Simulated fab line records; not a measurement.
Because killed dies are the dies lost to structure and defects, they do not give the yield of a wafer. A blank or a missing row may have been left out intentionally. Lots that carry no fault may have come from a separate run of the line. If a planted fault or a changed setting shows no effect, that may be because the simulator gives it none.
fab line records + flow berkeleyCmos170 + part 2 of 2: steps 24 to 35 of 35
record
- lots=5
- wafers=15
- lastDay=12
route steps=331 shown ZERO@6 NWELL@14 PWELL@34
lots untouched by any fault: they come from a run of this same line in which no faults occurred
startH: hours from the record's first day to the start of the lot's first wafer shown + waitH: hours from the lot's prior step to this one + " unchanged from the row above + L1.1+2: a row that stands for several wafers + - no value, or no start was given + * or withheld: withheld + < > ~ a bound
route shown NAME@n: names a module that has steps shown in the file, with the first one's number in the route + usual: average and standard deviation across the fault-free wafers + same: alike in all rows + chamber/n: place in a boat + sites: readings site by site + _std_site: their standard deviation + _edge_site: inner sites' mean taken away from outer sites' mean + radiusMm: for every site, how far away it sits from the centre of the wafer + mask NAME#n: copy n + behind: tool/chamber where the wafer was last shaped + hold: why the lot was held/for how many hours/how that ended + device: the transistor (n, p or np) that didn't switch + end of line: the route-end tests of the same wafers + a step given without rows: its recipe and nothing more + killed: dies lost to structure and defects at the first sort, not the wafer's yield + map: per-die view of a wafer (x killed, . not killed, _ where there is no die)
set.NAME: the setting the step ran with; set.NAME@STEP: the setting that earlier step ran with + model.NAME: the simulator's own value behind a step, which no gauge read
lots at some steps of the route; a table a step, a row a wafer
services: from which hour (startH, from the record's first day; less than 0 if before it) a tool's chamber was out of use, for how many hours, and why
## steps
# step UCB170_NWELL_STRIP_15
# recipe
- chemistry=O2
- powerW=400
- pressureMtorr=3500
- platenTempC=withheld
- o2FlowSccm=400
- overashFraction=0.5
# usual
- drypumpMotorCurrentA=5.7/0.5
- oesProductAu=0.720/0.0046
- stripTimeToEndpointS=18.01/0.088
| lot.wafer | tool           | chamber | startH | waitH | drypumpMotorCurrentA | oesProductAu | rfHoursCounterH | stripTimeToEndpointS |
|-----------|----------------|---------|--------|-------|----------------------|--------------|-----------------|----------------------|
| L077.1    | plasmaAsher-04 | 0       | 45.01  | 0.1   | 5.9                  | 0.721        | 34              | 18.19                |
| L077.2    | "              | 1       | "      | "     | 4.8                  | 0.727        | 34              | 18.22                |
| L077.3    | "              | 0       | "      | "     | 5.9                  | 0.718        | -               | 18.07                |
| L080.3    | plasmaAsher-02 | 1       | 60.29  | 0.1   | 5.9                  | 0.719        | -               | 18.20                |
| L080.4    | "              | 0       | "      | "     | 5.5                  | 0.727        | -               | 18.12                |
| L080.5    | "              | 1       | "      | "     | 5.9                  | 0.723        | -               | 18.16                |
| L087.1    | plasmaAsher-02 | 0       | 96.11  | 0.1   | 5.5                  | 0.723        | 31              | 17.85                |
| L087.3    | "              | 1       | "      | "     | 5.9                  | 0.724        | -               | 17.91                |
| L087.4    | "              | 0       | "      | "     | 5.5                  | 0.719        | -               | 17.93                |
| L091.1    | plasmaAsher-02 | 0       | 115.07 | 0.2   | 5.6                  | 0.722        | 35              | 18.04                |
| L091.2    | "              | 1       | "      | "     | 5.9                  | 0.726        | 35              | 18.02                |
| L091.6    | "              | 0       | "      | "     | 5.6                  | 0.715        | -               | 18.03                |
| L097.4    | plasmaAsher-04 | 1       | 142.46 | 0.1   | 4.8                  | 0.714        | -               | 17.91                |
| L097.5    | "              | 0       | "      | "     | 5.9                  | 0.723        | -               | 17.93                |
| L097.6    | "              | 1       | "      | "     | 4.8                  | 0.725        | -               | 17.89                |
# step UCB170_NWELL_TW_MEAS_16
# usual
- NWELL_TW=1253/6.4
| lot.wafer | tool         | chamber | startH | waitH | NWELL_TW |
|-----------|--------------|---------|--------|-------|----------|
| L077.1    | filmMetro-03 | -       | 45.11  | 0.1   | 1243     |
| L077.2    | "            | -       | "      | "     | 1245     |
| L077.3    | "            | -       | "      | "     | 1250     |
| L080.3    | filmMetro-03 | -       | 60.38  | 0.1   | 1249     |
| L080.4    | "            | -       | "      | "     | 1251     |
| L080.5    | "            | -       | "      | "     | 1246     |
| L087.1    | filmMetro-01 | -       | 96.21  | 0.1   | 1256     |
| L087.3    | "            | -       | "      | "     | 1248     |
| L087.4    | "            | -       | "      | "     | 1258     |
| L091.1    | filmMetro-01 | -       | 115.17 | 0.1   | 1256     |
| L091.2    | "            | -       | "      | "     | 1254     |
| L091.6    | "            | -       | "      | "     | 1249     |
| L097.4    | filmMetro-02 | -       | 142.56 | 0.1   | 1258     |
| L097.5    | "            | -       | "      | "     | 1262     |
| L097.6    | "            | -       | "      | "     | 1256     |
# step UCB170_NWELL_CLEAN_17
# recipe
- chemistry=SPM
- tempC=120
- timeS=600
# usual
- bathGuardTempC=120.0/0.39
| lot.wafer | tool        | chamber | startH | waitH | bathGuardTempC |
|-----------|-------------|---------|--------|-------|----------------|
| L077.1    | wetBench-02 | 0       | 45.17  | 0.1   | 120.2          |
| L077.2    | "           | 0       | "      | "     | 120.1          |
| L077.3    | "           | 0       | "      | "     | 120.0          |
| L080.3    | wetBench-02 | 2       | 60.42  | 0.0   | 119.4          |
| L080.4    | "           | 2       | "      | "     | 119.2          |
| L080.5    | "           | 2       | "      | "     | 119.7          |
| L087.1    | wetBench-04 | 1       | 97.99  | 1.8   | 120.6          |
| L087.3    | "           | 1       | "      | "     | 120.1          |
| L087.4    | "           | 1       | "      | "     | 120.3          |
| L091.1    | wetBench-02 | 2       | 115.23 | 0.1   | 119.7          |
| L091.2    | "           | 2       | "      | "     | 119.2          |
| L091.6    | "           | 2       | "      | "     | 119.5          |
| L097.4    | wetBench-04 | 3       | 142.59 | 0.0   | 119.5          |
| L097.5    | "           | 3       | "      | "     | 119.8          |
| L097.6    | "           | 3       | "      | "     | 119.5          |
# step UCB170_NWELL_WET_ETCH_18
# recipe
- chemistry=H3PO4
- target=Si3N4
- tempC=160
- timeS=14400
# usual
- bathGuardTempC=160.1/0.42
| lot.wafer | tool        | chamber | startH | waitH | bathGuardTempC |
|-----------|-------------|---------|--------|-------|----------------|
| L077.1    | wetBench-02 | 1       | 45.39  | 0.0   | 160.0          |
| L077.2    | "           | 1       | "      | "     | 160.0          |
| L077.3    | "           | 1       | "      | "     | 160.0          |
| L080.3    | wetBench-04 | 0       | 60.59  | 0.0   | 159.2          |
| L080.4    | "           | 0       | "      | "     | 159.2          |
| L080.5    | "           | 0       | "      | "     | 159.8          |
| L087.1    | wetBench-04 | 2       | 98.58  | 0.4   | 160.7          |
| L087.3    | "           | 2       | "      | "     | 160.4          |
| L087.4    | "           | 2       | "      | "     | 160.4          |
| L091.1    | wetBench-04 | 1       | 115.41 | 0.0   | 159.9          |
| L091.2    | "           | 1       | "      | "     | 160.4          |
| L091.6    | "           | 1       | "      | "     | 160.2          |
| L097.4    | wetBench-04 | 0       | 142.76 | 0.0   | 159.1          |
| L097.5    | "           | 0       | "      | "     | 159.6          |
| L097.6    | "           | 0       | "      | "     | 159.4          |
# step UCB170_NWELL_WET_ETCH_19
# recipe
- chemistry=BOE
- dilution=5:1
- target=SiO2
- tempC=25
- timeS=22
| lot.wafer  | tool        | chamber | startH | waitH |
|------------|-------------|---------|--------|-------|
| L077.1+2+3 | wetBench-02 | 3       | 50.60  | 0.0   |
| L080.3+4+5 | wetBench-03 | 2       | 69.34  | 0.0   |
| L087.1+3+4 | wetBench-03 | 2       | 102.58 | 0.0   |
| L091.1+2+6 | wetBench-03 | 0       | 119.87 | 0.1   |
| L097.4+5+6 | wetBench-04 | 2       | 146.94 | 0.2   |
# step UCB170_PWELL_CLEAN_00
# recipe
- chemistry=SPM
- tempC=120
- timeS=600
# usual
- bathGuardTempC=120.1/0.51
| lot.wafer | tool        | chamber | startH | waitH | bathGuardTempC |
|-----------|-------------|---------|--------|-------|----------------|
| L077.1    | wetBench-02 | 2       | 50.61  | 0.0   | 119.2          |
| L077.2    | "           | 2       | "      | "     | 119.7          |
| L077.3    | "           | 2       | "      | "     | 119.6          |
| L080.3    | wetBench-02 | 0       | 69.35  | 0.0   | 120.0          |
| L080.4    | "           | 0       | "      | "     | 120.1          |
| L080.5    | "           | 0       | "      | "     | 120.1          |
| L087.1    | wetBench-04 | 1       | 102.60 | 0.0   | 120.0          |
| L087.3    | "           | 1       | "      | "     | 119.9          |
| L087.4    | "           | 1       | "      | "     | 120.2          |
| L091.1    | wetBench-03 | 0       | 119.90 | 0.0   | 120.2          |
| L091.2    | "           | 0       | "      | "     | 119.7          |
| L091.6    | "           | 0       | "      | "     | 120.2          |
| L097.4    | wetBench-04 | 2       | 146.96 | 0.0   | 120.8          |
| L097.5    | "           | 2       | "      | "     | 120.5          |
| L097.6    | "           | 2       | "      | "     | 120.7          |
# step UCB170_PWELL_CLEAN_01
# recipe
- chemistry=dHF
- dilution=25:1
- timeS=60
| lot.wafer  | tool        | chamber | startH | waitH |
|------------|-------------|---------|--------|-------|
| L077.1+2+3 | wetBench-02 | 3       | 50.79  | 0.0   |
| L080.3+4+5 | wetBench-02 | 1       | 69.53  | 0.0   |
| L087.1+3+4 | wetBench-03 | 0       | 102.77 | 0.0   |
| L091.1+2+6 | wetBench-03 | 2       | 120.07 | 0.0   |
| L097.4+5+6 | wetBench-03 | 0       | 147.13 | 0.0   |
# step UCB170_PWELL_OXIDATION_02
# recipe
- tempC=1000
- ambient=O2
- targetThkA=264
- oxTimeS=1260
# usual
- oxTempCMax=1003.9/1.7
| lot.wafer | tool       | chamber | startH | waitH | oxTempCMax |
|-----------|------------|---------|--------|-------|------------|
| L077.1    | furnace-02 | 0       | 52.96  | 2.1   | 1003.6     |
| L077.2    | "          | 0       | "      | "     | 1003.3     |
| L077.3    | "          | 0       | "      | "     | 1003.6     |
| L080.3    | furnace-01 | 0       | 69.85  | 0.3   | 1007.7     |
| L080.4    | "          | 0       | "      | "     | 1006.1     |
| L080.5    | "          | 0       | "      | "     | 1008.5     |
| L087.1    | furnace-03 | 0       | 104.80 | 2.0   | 1002.4     |
| L087.3    | "          | 0       | "      | "     | 1002.3     |
| L087.4    | "          | 0       | "      | "     | 1002.7     |
| L091.1    | furnace-03 | 0       | 121.67 | 1.6   | 1003.5     |
| L091.2    | "          | 0       | "      | "     | 1002.8     |
| L091.6    | "          | 0       | "      | "     | 1002.3     |
| L097.4    | furnace-02 | 0       | 147.92 | 0.7   | 1004.4     |
| L097.5    | "          | 0       | "      | "     | 1004.8     |
| L097.6    | "          | 0       | "      | "     | 1002.9     |
# step UCB170_PWELL_THK_MEAS_03
# recipe
- reads=SiO2_of_PWELL_OXIDATION_02
# usual
- PWELL_OXIDE_THK=26.4/0.47
| lot.wafer | tool         | chamber | startH | waitH | PWELL_OXIDE_THK[nm] |
|-----------|--------------|---------|--------|-------|---------------------|
| L077.1    | filmMetro-04 | -       | 54.31  | 0.0   | 25.7                |
| L077.2    | "            | -       | "      | "     | 26.3                |
| L077.3    | "            | -       | "      | "     | 26.1                |
| L080.3    | filmMetro-04 | -       | 71.22  | 0.0   | 26.3                |
| L080.4    | "            | -       | "      | "     | 26.1                |
| L080.5    | "            | -       | "      | "     | 26.6                |
| L087.1    | filmMetro-01 | -       | 106.21 | 0.1   | 27.0                |
| L087.3    | "            | -       | "      | "     | 27.1                |
| L087.4    | "            | -       | "      | "     | 26.9                |
| L091.1    | filmMetro-01 | -       | 123.02 | 0.0   | 26.4                |
| L091.2    | "            | -       | "      | "     | 26.6                |
| L091.6    | "            | -       | "      | "     | 26.1                |
| L097.4    | filmMetro-04 | -       | 149.33 | 0.1   | 26.3                |
| L097.5    | "            | -       | "      | "     | 26.9                |
| L097.6    | "            | -       | "      | "     | 26.5                |
# step UCB170_PWELL_ANNEAL_04
# recipe
- tempC=1000
- timeS=900
- ambient=N2
| lot.wafer  | tool       | chamber | startH | waitH |
|------------|------------|---------|--------|-------|
| L077.1+2+3 | furnace-01 | 0       | 56.92  | 2.6   |
| L080.3+4+5 | furnace-01 | 0       | 74.05  | 2.8   |
| L087.1+3+4 | furnace-03 | 0       | 110.15 | 3.9   |
| L091.1+2+6 | furnace-02 | 0       | 123.61 | 0.6   |
| L097.4+5+6 | furnace-02 | 0       | 150.93 | 1.6   |
# step UCB170_PWELL_CVD_05
# recipe
- material=Si3N4
- targetThkNm=220
- tempC=800
- precursor=SiH2Cl2/NH3
- timeS=3300
- pressureMtorr=200
- sih2cl2FlowSccm=25
- nh3FlowSccm=75
# usual
- susceptorTempC=800.1/0.34
| lot.wafer | tool     | chamber | startH | waitH | susceptorTempC |
|-----------|----------|---------|--------|-------|----------------|
| L077.1    | lpcvd-01 | 1       | 58.17  | 0.0   | 799.2          |
| L077.2    | "        | 1       | "      | "     | 799.9          |
| L077.3    | "        | 1       | "      | "     | 800.3          |
| L080.3    | lpcvd-02 | 1       | 75.76  | 0.5   | 800.0          |
| L080.4    | "        | 1       | "      | "     | 800.0          |
| L080.5    | "        | 1       | "      | "     | 799.7          |
| L087.1    | lpcvd-01 | 1       | 111.40 | 0.0   | 799.8          |
| L087.3    | "        | 1       | "      | "     | 799.9          |
| L087.4    | "        | 1       | "      | "     | 800.5          |
| L091.1    | lpcvd-02 | 1       | 124.86 | 0.0   | 800.1          |
| L091.2    | "        | 1       | "      | "     | 800.2          |
| L091.6    | "        | 1       | "      | "     | 800.6          |
| L097.4    | lpcvd-01 | 0       | 152.18 | 0.0   | 800.0          |
| L097.5    | "        | 0       | "      | "     | 800.3          |
| L097.6    | "        | 0       | "      | "     | 800.0          |
# step UCB170_PWELL_THK_MEAS_06
# recipe
- reads=Si3N4_of_PWELL_CVD_05
# usual
- PWELL_NITRIDE_THK=219.5/2
| lot.wafer | tool         | chamber | startH | waitH | PWELL_NITRIDE_THK[nm] |
|-----------|--------------|---------|--------|-------|-----------------------|
| L077.1    | filmMetro-01 | -       | 60.08  | 0.0   | 224.0                 |
| L077.2    | "            | -       | "      | "     | 223.2                 |
| L077.3    | "            | -       | "      | "     | 224.0                 |
| L080.3    | filmMetro-01 | -       | 77.69  | 0.0   | 220.1                 |
| L080.4    | "            | -       | "      | "     | 220.5                 |
| L080.5    | "            | -       | "      | "     | 219.0                 |
| L087.1    | filmMetro-04 | -       | 113.32 | 0.0   | 222.0                 |
| L087.3    | "            | -       | "      | "     | 221.3                 |
| L087.4    | "            | -       | "      | "     | 219.0                 |
| L091.1    | filmMetro-03 | -       | 126.78 | 0.0   | 219.1                 |
| L091.2    | "            | -       | "      | "     | 219.8                 |
| L091.6    | "            | -       | "      | "     | 219.6                 |
| L097.4    | filmMetro-04 | -       | 154.13 | 0.0   | 214.5                 |
| L097.5    | "            | -       | "      | "     | 215.7                 |
| L097.6    | "            | -       | "      | "     | 217.1                 |
## services
| tool           | chamber | startH | hours | kind   |
|----------------|---------|--------|-------|--------|
| furnace-03     | -       | 23.01  | 3.7   | pm     |
| furnace-01     | -       | 30.62  | 3.2   | pm     |
| furnace-04     | -       | 32.05  | 4.1   | pm     |
| krfScanner-01  | -       | 33.96  | 1.3   | pm     |
| furnace-03     | -       | 37.98  | 2.4   | pm     |
| rieDiel-04     | 0       | 40.84  | 2.4   | repair |
| furnace-04     | -       | 45.89  | 3.0   | pm     |
| furnace-02     | -       | 48.25  | 3.2   | pm     |
| furnace-02     | -       | 54.31  | 6.5   | pm     |
| rieDiel-04     | 3       | 61.53  | 5.7   | repair |
| rieDiel-02     | 1       | 63.60  | 3.9   | repair |
| rieDiel-04     | 0       | 68.37  | 3.1   | repair |
| plasmaAsher-04 | -       | 84.29  | 2.8   | pm     |
| plasmaAsher-04 | -       | 87.04  | 29.1  | pm     |
| implanter-02   | -       | 87.81  | 2.3   | repair |
| krfScanner-01  | -       | 109.32 | 1.5   | repair |
| rieDiel-02     | 3       | 110.03 | 13.7  | repair |
| furnace-02     | -       | 117.05 | 3.8   | pm     |
| plasmaAsher-04 | -       | 131.65 | 1.8   | repair |
| krfScanner-02  | -       | 136.54 | 1.0   | pm     |
| krfScanner-02  | -       | 141.93 | 2.0   | repair |
| krfScanner-01  | -       | 143.96 | 1.0   | pm     |
| krfScanner-02  | -       | 146.06 | 1.3   | pm     |
| lpcvd-02       | -       | 150.75 | 2.8   | pm     |
